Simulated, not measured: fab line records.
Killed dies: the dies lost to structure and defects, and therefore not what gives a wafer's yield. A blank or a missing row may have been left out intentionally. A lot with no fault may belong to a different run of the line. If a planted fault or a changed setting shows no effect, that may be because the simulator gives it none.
Split-lot study || flow berkeley cmos170 || 5 lots, 27 wafers read, on a route of 331 steps

== ABOUT THE SPLIT ==
At UCB170_ACTIVE_OXIDATION_02 (target thk 26.4 nm, ox time 1260 s), the setting ox time s was moved away from the recipe's 1260 s on 18 of the 27 wafers read, by +49.6% to +57.7%. This setting was run at the recipe's value on the other wafers.

No step appears in the file between the split and the reading.

== THE READING ==
ACTIVE_OXIDE_THK, in nm, at UCB170_ACTIVE_THK_MEAS_03. On this fab line, fault-free wafers typically give 26.4 nm with a standard deviation of 0.49 nm.

{"wafer": "L075.1", "tool, chamber at the split": "-, -", "ox time s as run, s": 1260, "against the recipe": "recipe", "ACTIVE_OXIDE_THK, nm": 26.0, "against lot-mates on the recipe": "-"}
{"wafer": "L075.2", "tool, chamber at the split": "-, -", "ox time s as run, s": 1260, "against the recipe": "recipe", "ACTIVE_OXIDE_THK, nm": 26.1, "against lot-mates on the recipe": "-"}
{"wafer": "L075.3", "tool, chamber at the split": "-, -", "ox time s as run, s": 1260, "against the recipe": "recipe", "ACTIVE_OXIDE_THK, nm": 25.9, "against lot-mates on the recipe": "-"}
{"wafer": "L075.4", "tool, chamber at the split": "-, -", "ox time s as run, s": 1260, "against the recipe": "recipe", "ACTIVE_OXIDE_THK, nm": 25.8, "against lot-mates on the recipe": "-"}
{"wafer": "L075.5", "tool, chamber at the split": "-, -", "ox time s as run, s": 1260, "against the recipe": "recipe", "ACTIVE_OXIDE_THK, nm": 26.1, "against lot-mates on the recipe": "-"}
{"wafer": "L075.6", "tool, chamber at the split": "-, -", "ox time s as run, s": 1260, "against the recipe": "recipe", "ACTIVE_OXIDE_THK, nm": 25.8, "against lot-mates on the recipe": "-"}
{"wafer": "L076.1", "tool, chamber at the split": "-, -", "ox time s as run, s": 1885, "against the recipe": "+49.6%", "ACTIVE_OXIDE_THK, nm": 34.0, "against lot-mates on the recipe": "no lot-mate on the recipe"}
{"wafer": "L076.2", "tool, chamber at the split": "-, -", "ox time s as run, s": 1885, "against the recipe": "+49.6%", "ACTIVE_OXIDE_THK, nm": 34.1, "against lot-mates on the recipe": "no lot-mate on the recipe"}
{"wafer": "L076.3", "tool, chamber at the split": "-, -", "ox time s as run, s": 1885, "against the recipe": "+49.6%", "ACTIVE_OXIDE_THK, nm": 33.7, "against lot-mates on the recipe": "no lot-mate on the recipe"}
{"wafer": "L076.4", "tool, chamber at the split": "-, -", "ox time s as run, s": 1885, "against the recipe": "+49.6%", "ACTIVE_OXIDE_THK, nm": 33.9, "against lot-mates on the recipe": "no lot-mate on the recipe"}
{"wafer": "L076.5", "tool, chamber at the split": "-, -", "ox time s as run, s": 1885, "against the recipe": "+49.6%", "ACTIVE_OXIDE_THK, nm": 33.5, "against lot-mates on the recipe": "no lot-mate on the recipe"}
{"wafer": "L076.6", "tool, chamber at the split": "-, -", "ox time s as run, s": 1885, "against the recipe": "+49.6%", "ACTIVE_OXIDE_THK, nm": 33.5, "against lot-mates on the recipe": "no lot-mate on the recipe"}
{"wafer": "L078.1", "tool, chamber at the split": "-, -", "ox time s as run, s": 1924, "against the recipe": "+52.7%", "ACTIVE_OXIDE_THK, nm": 33.7, "against lot-mates on the recipe": "no lot-mate on the recipe"}
{"wafer": "L078.2", "tool, chamber at the split": "-, -", "ox time s as run, s": 1924, "against the recipe": "+52.7%", "ACTIVE_OXIDE_THK, nm": 33.5, "against lot-mates on the recipe": "no lot-mate on the recipe"}
{"wafer": "L078.3", "tool, chamber at the split": "-, -", "ox time s as run, s": 1924, "against the recipe": "+52.7%", "ACTIVE_OXIDE_THK, nm": 33.9, "against lot-mates on the recipe": "no lot-mate on the recipe"}
{"wafer": "L078.4", "tool, chamber at the split": "-, -", "ox time s as run, s": 1924, "against the recipe": "+52.7%", "ACTIVE_OXIDE_THK, nm": 33.8, "against lot-mates on the recipe": "no lot-mate on the recipe"}
{"wafer": "L078.5", "tool, chamber at the split": "-, -", "ox time s as run, s": 1924, "against the recipe": "+52.7%", "ACTIVE_OXIDE_THK, nm": 33.7, "against lot-mates on the recipe": "no lot-mate on the recipe"}
{"wafer": "L078.6", "tool, chamber at the split": "-, -", "ox time s as run, s": 1924, "against the recipe": "+52.7%", "ACTIVE_OXIDE_THK, nm": 33.4, "against lot-mates on the recipe": "no lot-mate on the recipe"}
{"wafer": "L081.2", "tool, chamber at the split": "furnace-04, 0", "ox time s as run, s": 1260, "against the recipe": "recipe", "ACTIVE_OXIDE_THK, nm": 27.0, "against lot-mates on the recipe": "-"}
{"wafer": "L081.5", "tool, chamber at the split": "furnace-04, 0", "ox time s as run, s": 1260, "against the recipe": "recipe", "ACTIVE_OXIDE_THK, nm": 26.7, "against lot-mates on the recipe": "-"}
{"wafer": "L081.6", "tool, chamber at the split": "furnace-04, 0", "ox time s as run, s": 1260, "against the recipe": "recipe", "ACTIVE_OXIDE_THK, nm": 27.0, "against lot-mates on the recipe": "-"}
{"wafer": "L083.1", "tool, chamber at the split": "-, -", "ox time s as run, s": 1987, "against the recipe": "+57.7%", "ACTIVE_OXIDE_THK, nm": 34.0, "against lot-mates on the recipe": "no lot-mate on the recipe"}
{"wafer": "L083.2", "tool, chamber at the split": "-, -", "ox time s as run, s": 1987, "against the recipe": "+57.7%", "ACTIVE_OXIDE_THK, nm": 34.0, "against lot-mates on the recipe": "no lot-mate on the recipe"}
{"wafer": "L083.3", "tool, chamber at the split": "-, -", "ox time s as run, s": 1987, "against the recipe": "+57.7%", "ACTIVE_OXIDE_THK, nm": 34.1, "against lot-mates on the recipe": "no lot-mate on the recipe"}
{"wafer": "L083.4", "tool, chamber at the split": "-, -", "ox time s as run, s": 1987, "against the recipe": "+57.7%", "ACTIVE_OXIDE_THK, nm": 34.2, "against lot-mates on the recipe": "no lot-mate on the recipe"}
{"wafer": "L083.5", "tool, chamber at the split": "-, -", "ox time s as run, s": 1987, "against the recipe": "+57.7%", "ACTIVE_OXIDE_THK, nm": 33.9, "against lot-mates on the recipe": "no lot-mate on the recipe"}
{"wafer": "L083.6", "tool, chamber at the split": "-, -", "ox time s as run, s": 1987, "against the recipe": "+57.7%", "ACTIVE_OXIDE_THK, nm": 34.2, "against lot-mates on the recipe": "no lot-mate on the recipe"}

FIT RESULTS
A straight line over all 27 wafers: ACTIVE_OXIDE_THK changes by +0.141 nm for each +1% of ox time s; r = +0.99; the points scatter about the line by 0.44 nm.
Too few moved wafers have a lot-mate on the recipe to fit a line with each lot's own level taken away.

== THE WHOLE CHAIN: every reading that the file lists as answering this split, in the file's order ==
{"step": "UCB170_ACTIVE_OXIDATION_02", "what it does": "target thk 26.4 nm, ox time 1260 s", "reading": "SiO2_of_ACTIVE_OXIDATION_02.thk nm (the simulator's own value, which no gauge read)", "change (the file's fit)": "+0.14 nm for each +1% of the setting", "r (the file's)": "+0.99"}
{"step": "UCB170_ACTIVE_THK_MEAS_03", "what it does": "", "reading": "ACTIVE_OXIDE_THK", "change (the file's fit)": "+0.141 for each +1% of the setting", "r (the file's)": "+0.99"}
{"step": "UCB170_ACTIVE_ETCH_15", "what it does": "etches Si3N4 in CH3F/Ar/O2, stops on SiO2, target depth 242 nm, time 151 s", "reading": "SiO2_of_ACTIVE_OXIDATION_02.thk nm (the simulator's own value, which no gauge read)", "change (the file's fit)": "+0.134 nm for each +1% of the setting", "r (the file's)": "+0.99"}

== FILE'S OWN FIT ==
ACTIVE_OXIDE_THK changes by +0.141 nm for each +1% of ox time s, r = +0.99.
